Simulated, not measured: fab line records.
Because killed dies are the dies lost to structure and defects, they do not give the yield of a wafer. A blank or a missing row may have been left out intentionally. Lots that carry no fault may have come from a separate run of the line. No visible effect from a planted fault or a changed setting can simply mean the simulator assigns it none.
Which tool was responsible? + flow rit cmos + Sampling: 13 lots, 39 wafers, 5 of 202 route steps

== WHAT THE GAUGES SHOWED, per wafer ==
RIT_ACTIVE_THK_MEAS_04.
| lot  | measured    | on            | ACTIVE_NITRIDE_THK (nm) |
|------|-------------|---------------|-------------------------|
| L582 | day 1 15:04 | film metro-04 | 147.7 148.8 149.5       |
| L583 | day 1 18:32 | film metro-02 | 147.9 148.5 149.0       |
| L584 | day 2 00:36 | film metro-04 | 151.8 151.6 149.9       |
| L585 | day 2 04:49 | film metro-03 | 149.0 150.3 149.5       |
| L586 | day 2 11:43 | film metro-04 | 150.4 149.3 149.1       |
| L587 | day 2 16:02 | film metro-02 | 151.2 150.4 151.4       |
| L589 | day 3 03:07 | film metro-04 | 150.5 151.5 150.1       |
| L590 | day 3 08:12 | film metro-02 | 150.1 149.3 149.2       |
| L591 | day 3 13:38 | film metro-02 | 151.6 151.7 151.9       |
| L592 | day 3 16:39 | film metro-03 | 152.9 152.4 153.5       |
| L593 | day 3 21:23 | film metro-03 | 195.7 195.6 195.3       |
| L595 | day 4 06:51 | film metro-04 | 151.2 151.4 152.4       |
| L601 | day 5 13:46 | film metro-04 | 152.3 153.0 152.1       |

RIT_NRETRO_OVL_MEAS_06.
| lot  | measured    | on         | NRETRO_OVL (nm) |
|------|-------------|------------|-----------------|
| L582 | day 2 07:37 | overlay-02 | 1.5 3.6 2.1     |
| L583 | day 2 12:31 | overlay-02 | 1.8 0.2 1.0     |
| L584 | day 2 17:43 | overlay-01 | 0.2 -0.1 -0.1   |
| L585 | day 3 01:48 | overlay-01 | 1.5 0.0 2.0     |
| L586 | day 3 07:50 | overlay-02 | 0.2 3.5 1.2     |
| L587 | day 3 12:55 | overlay-02 | -0.8 1.2 -0.9   |
| L589 | day 4 00:44 | overlay-02 | 1.3 0.6 1.8     |
| L590 | day 4 03:08 | overlay-01 | 1.4 0.8 0.7     |
| L591 | day 4 07:46 | overlay-02 | -1.7 -0.5 -1.8  |
| L592 | day 4 11:39 | overlay-02 | 0.4 0.1 -0.3    |
| L593 | day 4 16:17 | overlay-01 | 2.3 4.0 0.6     |
| L595 | day 5 00:11 | overlay-02 | 0.4 0.1 1.3     |
| L601 | day 6 07:08 | overlay-02 | 1.8 1.6 2.6     |

== TOOL THAT RAN EACH LOT (tool first, then ch and the chambers of the sampled wafers, then the start) ==
| lot  | RIT_ACTIVE_CVD_03          | RIT_ACTIVE_ETCH_13                | RIT_PWELL_STRIP_09                  |
|------|----------------------------|-----------------------------------|-------------------------------------|
| L582 | lpcvd-02 ch 0, day 1 12:56 | rie diel-01 ch 1,2,3, day 1 16:14 | plasma asher-03 ch 0,1, day 1 23:59 |
| L583 | lpcvd-01 ch 0, day 1 17:07 | rie diel-01 ch 1,2, day 1 19:50   | plasma asher-03 ch 0,1, day 2 05:27 |
| L584 | lpcvd-02 ch 0, day 1 23:11 | rie diel-01 ch 1,2,3, day 2 01:55 | plasma asher-03 ch 1, day 2 09:38   |
| L585 | lpcvd-01 ch 0, day 2 03:22 | rie diel-04 ch 1,3, day 2 06:06   | plasma asher-02 ch 0,1, day 2 18:33 |
| L586 | lpcvd-02 ch 0, day 2 10:18 | rie diel-03 ch 0,1, day 2 13:04   | plasma asher-01 ch 0,1, day 2 21:51 |
| L587 | lpcvd-02 ch 0, day 2 14:37 | rie diel-03 ch 1,3, day 2 17:25   | plasma asher-03 ch 0,1, day 3 02:42 |
| L589 | lpcvd-01 ch 0, day 3 01:42 | rie diel-04 ch 0,1,3, day 3 04:34 | plasma asher-02 ch 0,1, day 3 17:16 |
| L590 | lpcvd-02 ch 0, day 3 06:46 | rie diel-04 ch 0,2,3, day 3 09:22 | plasma asher-01 ch 0,1, day 3 19:26 |
| L591 | lpcvd-01 ch 1, day 3 12:12 | rie diel-01 ch 1,2,3, day 3 14:52 | plasma asher-01 ch 0,1, day 3 23:13 |
| L592 | lpcvd-02 ch 0, day 3 15:13 | rie diel-04 ch 2,3, day 3 17:49   | plasma asher-02 ch 0,1, day 4 03:52 |
| L593 | lpcvd-02 ch 1, day 3 19:57 | rie diel-03 ch 1,2, day 3 22:40   | plasma asher-03 ch 0,1, day 4 08:52 |
| L595 | lpcvd-01 ch 0, day 4 05:22 | rie diel-04 ch 0,2,3, day 4 08:11 | plasma asher-02 ch 0,1, day 4 17:20 |
| L601 | lpcvd-01 ch 1, day 5 12:20 | rie diel-03 ch 1,2, day 5 15:04   | plasma asher-02 ch 0,1, day 5 23:07 |
- RIT_ACTIVE_CVD_03: deposits Si3N4 from SiH2Cl2/NH3, target thk 150 nm, time 1500 s.
- RIT_ACTIVE_ETCH_13: etches Si3N4 in SF6, stops on SiO2, time 210 s, target depth 210 nm.
- RIT_PWELL_STRIP_09: strips in O2, time 180 s.

== WHAT THE TOOLS THEMSELVES READ (means of the sampled wafers that have a number; where no wafer has one, the mark that the record gives instead) ==
RIT_ACTIVE_CVD_03.
| lot  | tool     | zone power load pct (%) |
|------|----------|-------------------------|
| L582 | lpcvd-02 | 18.6                    |
| L583 | lpcvd-01 | 23.1                    |
| L584 | lpcvd-02 | 18.5                    |
| L585 | lpcvd-01 | 23.0                    |
| L586 | lpcvd-02 | 18.6                    |
| L587 | lpcvd-02 | 18.6                    |
| L589 | lpcvd-01 | 23.0                    |
| L590 | lpcvd-02 | 18.6                    |
| L591 | lpcvd-01 | 24.7                    |
| L592 | lpcvd-02 | 18.5                    |
| L593 | lpcvd-02 | 19.2                    |
| L595 | lpcvd-01 | 23.2                    |
| L601 | lpcvd-01 | 25.0                    |

RIT_ACTIVE_ETCH_13.
| lot  | tool        | drypump motor current A (A) | oes product au (a.u.) | throttle valve pct (%) |
|------|-------------|-----------------------------|-----------------------|------------------------|
| L582 | rie diel-01 | 5.7                         | 0.824                 | 7.54                   |
| L583 | rie diel-01 | 6.1                         | 0.823                 | 7.52                   |
| L584 | rie diel-01 | 5.7                         | 0.829                 | 7.55                   |
| L585 | rie diel-04 | 5.7                         | 0.817                 | 7.52                   |
| L586 | rie diel-03 | 5.4                         | 0.837                 | 7.53                   |
| L587 | rie diel-03 | 5.5                         | 0.833                 | 7.54                   |
| L589 | rie diel-04 | 6.0                         | 0.822                 | 7.55                   |
| L590 | rie diel-04 | 5.9                         | 0.824                 | 7.53                   |
| L591 | rie diel-01 | 5.7                         | 0.833                 | 7.54                   |
| L592 | rie diel-04 | 5.6                         | 0.829                 | 7.48                   |
| L593 | rie diel-03 | 6.0                         | 0.963                 | 7.56                   |
| L595 | rie diel-04 | 5.9                         | 0.831                 | 7.55                   |
| L601 | rie diel-03 | 6.3                         | 0.829                 | 7.59                   |

RIT_PWELL_STRIP_09.
| lot  | tool            | drypump motor current A (A) |
|------|-----------------|-----------------------------|
| L582 | plasma asher-03 | 5.69                        |
| L583 | plasma asher-03 | 5.72                        |
| L584 | plasma asher-03 | 5.64                        |
| L585 | plasma asher-02 | 5.82                        |
| L586 | plasma asher-01 | 5.80                        |
| L587 | plasma asher-03 | 5.72                        |
| L589 | plasma asher-02 | 5.77                        |
| L590 | plasma asher-01 | 5.78                        |
| L591 | plasma asher-01 | 5.80                        |
| L592 | plasma asher-02 | 5.75                        |
| L593 | plasma asher-03 | 5.69                        |
| L595 | plasma asher-02 | 5.79                        |
| L601 | plasma asher-02 | 5.81                        |

== THE ANSWER, worked out from the rows above alone ==
Rule: the lots themselves supply what counts as usual. The widest of any qualifying gaps counts: lots, ordered by their means at a reading, are off when they make up no more than a third of the lots, leave a main group of 4 or more, and stand apart from it by 3 or more times the standard deviation of that group's means. A main group whose means are all the same, to the digits that the tables above print for the reading, isn't used. Also off: a lot with no number at a reading for which 4 or more lots have one. Any other lot the step has rows for is counted as sound. After the gauges, taken in route order, come the tools' own readings; for these a lot's mean is taken, as printed above. At the first step where some lot is off, the reading lying furthest off is the one used; lots without a number count as furthest.
Off: L593, seen at RIT_ACTIVE_THK_MEAS_04 (ACTIVE_NITRIDE_THK). The main group has a mean of 150.6 nm with a standard deviation of 1.4.
If a tool, at a process step before that reading, ran all the lots that are off and no sound lot after the first of them, it fits. The gauges at RIT_ACTIVE_THK_MEAS_04 aren't tried: what is off there is off at RIT_ACTIVE_ETCH_13 too, on other tools, and a gauge's error can't cause that. One candidate fits, namely lpcvd-02 at RIT_ACTIVE_CVD_03. A fault onset in the window from L592 (day 3 15:13, its last sound lot) to L593 (day 3 19:57, its first lot off) fits.

== WHAT THE SIMULATOR HAD PUT IN ==
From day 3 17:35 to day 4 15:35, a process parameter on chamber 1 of lpcvd-02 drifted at RIT_ACTIVE_CVD_03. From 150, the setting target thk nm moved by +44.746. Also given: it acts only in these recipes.
Lots struck among those shown: L593. The same result came from the rule above.
